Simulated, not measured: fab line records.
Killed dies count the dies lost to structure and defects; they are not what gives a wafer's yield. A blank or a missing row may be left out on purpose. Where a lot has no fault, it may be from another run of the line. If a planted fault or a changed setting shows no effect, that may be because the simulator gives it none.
8D (eight disciplines) problem report, filled in by code + flow berkeley cmos170 + the parts of the form that need people (team, actions taken, sign-off) are left out

1. THE ISSUE
UCB170_V1_CD_MEAS_90, cd nm: mean 706.9 nm over 1 wafer from 1 lot; wafers with no fault: 699.6 nm, standard deviation 1.4. That puts it +5.2 standard deviations away from the usual mean.
The step: target cd 700 nm.
Earliest sighting: wafer L908.5 on cd sem-01 at day 12 19:31. The record holds 39 wafers of 13 lots with a number at this step. Rule for "out" (also "out of limits"): further than 4 standard deviations from the usual mean. All remaining wafers that have a number are taken as sound.

2. WHAT IT IS AND WHAT IT IS NOT
| question                    | is                | is not                                                                                 |
|-----------------------------|-------------------|----------------------------------------------------------------------------------------|
| which readings at this step | cd nm             | -                                                                                      |
| which lots                  | L908              | L891, L892, L894, L895, L898, L899, L900, L909, L910, L911, L913, L914                 |
| which wafers of those lots  | L908.5            | L908.1, L908.6                                                                         |
| read on which gauges        | cd sem-01         | cd sem-02                                                                              |
| when                        | from day 12 19:31 | up to then (26 sound wafers); but 12 sound wafers of L910, L911, L913, L914 came after |

3. THE SUSPECTS, EACH WITH WHAT RULES IT OUT
Counting: any tool at a process step up to the reading remains a suspect provided it ran every lot that is out. Sound lots after the first of them don't rule it out here, since some wafers of a struck lot are sound.
- ruled out: the gauge at UCB170_V1_CD_MEAS_90. All the wafers that are out were read on cd sem-01, but those of them that UCB170_V1_STRIP_15 has rows for are out there too, on other tools.
- plasma asher-03 at UCB170_CONTACT_STRIP_06 (strips in O2): kept. It ran the lot that is out, L908 (day 12 10:37).
- rtp anneal-01 at UCB170_CONTACT_RTA_08 (time 10 s): kept. It ran the lot that is out, L908 (day 12 10:53); its last sound lot up to then is L900 (day 10 07:46).
- rie diel-04 at UCB170_V1_ETCH_14 (etches SiO2 in CHF3/CF4/Ar, stops on Al, target depth 1250 nm, time 291 s): kept. It ran the lot that is out, L908 (day 12 19:14); its last sound lot up to then is L899 (day 10 01:31).
- plasma asher-01 at UCB170_V1_STRIP_15 (strips in O2): kept. It ran the lot that is out, L908 (day 12 19:25); its last sound lot up to then is L900 (day 10 15:36). Out on those wafers are its own readings of oes product au, strip time to endpoint s.
- The sound lot-mates ran in chamber 1 of plasma asher-03 at UCB170_CONTACT_STRIP_06, but the wafers that are out ran in chamber 0.
- At UCB170_V1_ETCH_14, inside rie diel-04: chamber 3 took the wafers that are out, while their sound lot-mates went through chambers 0, 2.
Left after counting: plasma asher-03 at UCB170_CONTACT_STRIP_06, rtp anneal-01 at UCB170_CONTACT_RTA_08, rie diel-04 at UCB170_V1_ETCH_14, plasma asher-01 at UCB170_V1_STRIP_15.

4. THE CAUSE (what the simulator had put in)
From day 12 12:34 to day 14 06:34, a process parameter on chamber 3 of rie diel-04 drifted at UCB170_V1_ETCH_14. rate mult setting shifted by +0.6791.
Counting leaves 4 suspects; this tool is one of them.

5. SEQUENCE OF EFFECTS, ordered by route
Each row: a reading where the mean over the struck wafers with a number is more than 3 standard deviations away from the usual. Only readings whose record carries a usual standard deviation are examined. hours: median over the lots of the time between each lot's start at the first step of this table that gives one and its start at this step. sigmas: the change, counted in usual standard deviations.
| hours | step                 | reading                  | usual      | on struck wafers | change | sigmas |
|-------|----------------------|--------------------------|------------|------------------|--------|--------|
| 0     | UCB170_V1_STRIP_15   | oes product au           | 0.722 a.u. | 0.682            | -0.040 | -8.7   |
| 0     | UCB170_V1_STRIP_15   | strip time to endpoint s | 15.30 s    | 10.78            | -4.52  | -45    |
| 0     | UCB170_V1_CD_MEAS_90 | cd nm                    | 699.6 nm   | 706.9            | +7.3   | +5.2   |
Here are the process steps it includes:
- UCB170_V1_STRIP_15: strips in O2.
Later steps that measure or inspect, where all struck wafers having a row at the step show a number for every such reading and not one has moved that far: UCB170_V2_THK_MEAS_04.

6. WHAT WOULD HAVE CAUGHT IT SOONER
Counted from the fault's start at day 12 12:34, it took 7 hours until the first out-of-limits reading at a measuring or inspecting step in this record, taken at day 12 19:31.
Tool readings at UCB170_V1_ETCH_14 with a usual standard deviation given in the record: none out on any struck wafer, hence no alarm at a limit of 4 standard deviations on them.
All the lots that are out (1) had begun UCB170_V1_ETCH_14 on rie diel-04 by day 12 19:31. A hold on the tool at that time would have spared none of them.
